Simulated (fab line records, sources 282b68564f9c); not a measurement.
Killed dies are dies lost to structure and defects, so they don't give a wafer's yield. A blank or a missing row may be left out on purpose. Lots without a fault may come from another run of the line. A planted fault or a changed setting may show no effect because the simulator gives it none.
A struck lot beside a sound one | flow rit_cmos | 27 steps out of a route of 202
Sound: wafers L141.1, L141.2, L141.6. Struck: wafers L146.2, L146.3, L146.6. The cause comes at the end.
At each step with rows: each side's tool, then ch and its chambers, then its first start. Under that, the readings that differ: sound wafers | struck wafers | difference of the means | sigmas: that difference in standard deviations of wafers without a fault.
alike: readings whose means differ by less than 2 such deviations, and words and numbers that are the same on both sides. not compared: withheld readings, readings that some wafer has no value for, bounds like >300 that may hide the same value, and numbers for which the record gives no deviation and whose values overlap.
The two part at a step that has a row with sigmas, a row that says differs or no value, or rows on one side only. Numbers that don't overlap but have no deviation are shown without sigmas and don't part them. A reading that every wafer of one side lacks parts them only if that side has two wafers or more.

RIT_SDANNEAL_RTA_03: time 5 s.
  sound on rtp_anneal-01 ch 0, day 4 11:55; struck on rtp_anneal-02 ch 0, day 5 18:35
  alike: wafer_temp_C_max
RIT_SDANNEAL_RS_MEAS_04: measures by four-point-probe.
  sound on film_metro-02, day 4 11:58; struck on film_metro-04, day 5 18:40
  alike: PSD_RS
RIT_SDANNEAL_RS_MEAS_05: measures by four-point-probe.
  sound on film_metro-02, day 4 12:05; struck on film_metro-04, day 5 18:47
  alike: NSD_RS
RIT_SDANNEAL_RS_MEAS_06: measures by four-point-probe.
  sound on film_metro-02, day 4 12:13; struck on film_metro-04, day 5 18:54
  alike: PLDD_RS
RIT_SDANNEAL_RS_MEAS_07: measures by four-point-probe.
  sound on film_metro-02, day 4 12:20; struck on film_metro-04, day 5 19:01
  alike: NLDD_RS
then, 1 step without rows for these wafers: RIT_SILICIDE_WET_ETCH_00 (etches SiO2 in BOE, target depth 14 nm, time 15 s).
RIT_SILICIDE_SPUTTER_01: material Ti, target thk 30 nm, time 240 s.
  sound on pvd_sputter-04, day 4 12:28; struck on pvd_sputter-01, day 5 19:08
  alike: throttle_valve_pct
RIT_SILICIDE_RS_MEAS_02: measures by four-point-probe.
  sound on film_metro-03, day 4 12:37; struck on film_metro-01, day 5 19:19
  reading                 | sound          | struck         | difference | sigmas
  SILICIDE_TI_RS (ohm/sq) | 47.8 47.4 47.9 | 46.2 45.8 46.6 | -1.5       | -2
RIT_SILICIDE_THK_MEAS_03: measures by xrf.
  sound on film_metro-03, day 4 12:44; struck on film_metro-01, day 5 19:25
  reading              | sound          | struck         | difference | sigmas
  SILICIDE_TI_THK (nm) | 30.5 30.8 30.4 | 31.5 31.6 31.2 | +0.9       | +2
RIT_SILICIDE_RTA_04: time 10 s, ramp up 5 s, ramp down 5 s.
  sound on rtp_anneal-02 ch 0, day 4 12:48; struck on rtp_anneal-01 ch 0, day 5 19:29
  reading          | sound             | struck            | difference | sigmas
  wafer_temp_C_max | 654.0 653.2 655.4 | 653.1 652.7 652.8 | -1.3       | -2
then, 1 step without rows for these wafers: RIT_SILICIDE_WET_ETCH_05 (etches Ti in SPM, time 120 s).
RIT_SILICIDE_RTA_06: time 10 s, ramp up 5 s, ramp down 10 s.
  sound on rtp_anneal-01 ch 0, day 4 12:59; struck on rtp_anneal-02 ch 0, day 5 19:35
  alike: wafer_temp_C_max
RIT_CONTACT_CVD_00: deposits SiO2 from TEOS, target thk 400 nm, time 61 s.
  sound on pecvd-02 ch 0,1, day 4 13:02; struck on pecvd-03 ch 1,2, day 5 19:38
  no value came back on the struck wafers for heater_power_w (W), rf_fwd_power_W (W); on the sound wafers heater_power_w (W) reads 339 313 316
then, 6 steps without rows for these wafers: RIT_CONTACT_HMDS_02 (prime time 60 s); RIT_CONTACT_COAT_03 (resist thk 1000 nm); RIT_CONTACT_SOFTBAKE_04 (time 60 s); RIT_CONTACT_EXPOSE_05 (exposes mask M11, target cd 1000 nm); RIT_CONTACT_PEB_06; RIT_CONTACT_DEVELOP_07 (develop time 120 s).
RIT_CONTACT_CD_MEAS_08: target cd 1000 nm.
  sound on cd_sem-01, day 4 14:18; struck on cd_sem-02, day 5 20:44
  alike: cd_nm
RIT_CONTACT_OVL_MEAS_09:
  sound on overlay-01, day 4 14:25; struck on overlay-01, day 5 20:51
  alike: CONTACT_OVL
then, 1 step without rows for these wafers: RIT_CONTACT_HARDBAKE_10 (time 60 s).
RIT_CONTACT_ETCH_11: etches SiO2 in CHF3/CF4/Ar, stops on TiSi2, target depth 480 nm, time 320 s.
  sound on rie_diel-01 ch 2,3, day 4 14:37; struck on rie_diel-01 ch 0,2, day 5 21:02
  reading                             | sound             | struck            | difference | sigmas
  oes_product_au (a.u.)               | 0.992 0.961 0.989 | 0.948 0.939 0.952 | -0.034     | -2
  model.etch.depth_nm (nm)            | 400.8 396.8 403.5 | 0 0 0             | -400       |
  model.CONTACT.feature_depth_nm (nm) | 400.8 396.8 403.5 | 1e-09 1e-09 1e-09 | -4e+02     |
  alike: drypump_motor_current_A, rf_fwd_power_W, throttle_valve_pct
  not compared: rf_hours_counter_h
RIT_CONTACT_STRIP_12: strips in O2, time 172.5 s.
  sound on plasma_asher-03 ch 0,1, day 4 14:54; struck on plasma_asher-03 ch 0,1, day 5 21:13
  alike: drypump_motor_current_A
  not compared: rf_hours_counter_h
RIT_CONTACT_CD_MEAS_90: target cd 1000 nm.
  sound on cd_sem-02, day 4 15:04; struck on cd_sem-02, day 5 21:25
  reading    | sound                | struck | difference                    | sigmas
  cd_nm (nm) | 1004.0 1003.7 1000.7 | - - -  | no value on the struck wafers |
then, 1 step without rows for these wafers: RIT_CONTACT_CLEAN_13 (cleans in SC1, time 600 s).
RIT_M1_PROBE_99:
  sound on prober-02, day 4 19:45; struck on prober-01, day 6 02:05
  reading             | sound  | struck      | difference | sigmas
  killed_at_contacts  | 0 0 0  | 263 261 264 | +263       | +99 or more
  killed_at_front_end | 9 11 9 | 1 3 0       | -8         | -3
  killed_dies         | 9 11 9 | 264 264 264 | +254       | +91
  killed_on_rim       | 5 4 1  | 70 70 70    | +67        | +48
  killed_open         | 7 7 5  | 0 3 0       | -5         | -3
  alike: killed_short

WHERE THEY PART
First at RIT_SILICIDE_RS_MEAS_02; last, within this record, at RIT_M1_PROBE_99.

WHY: what the simulator had put in
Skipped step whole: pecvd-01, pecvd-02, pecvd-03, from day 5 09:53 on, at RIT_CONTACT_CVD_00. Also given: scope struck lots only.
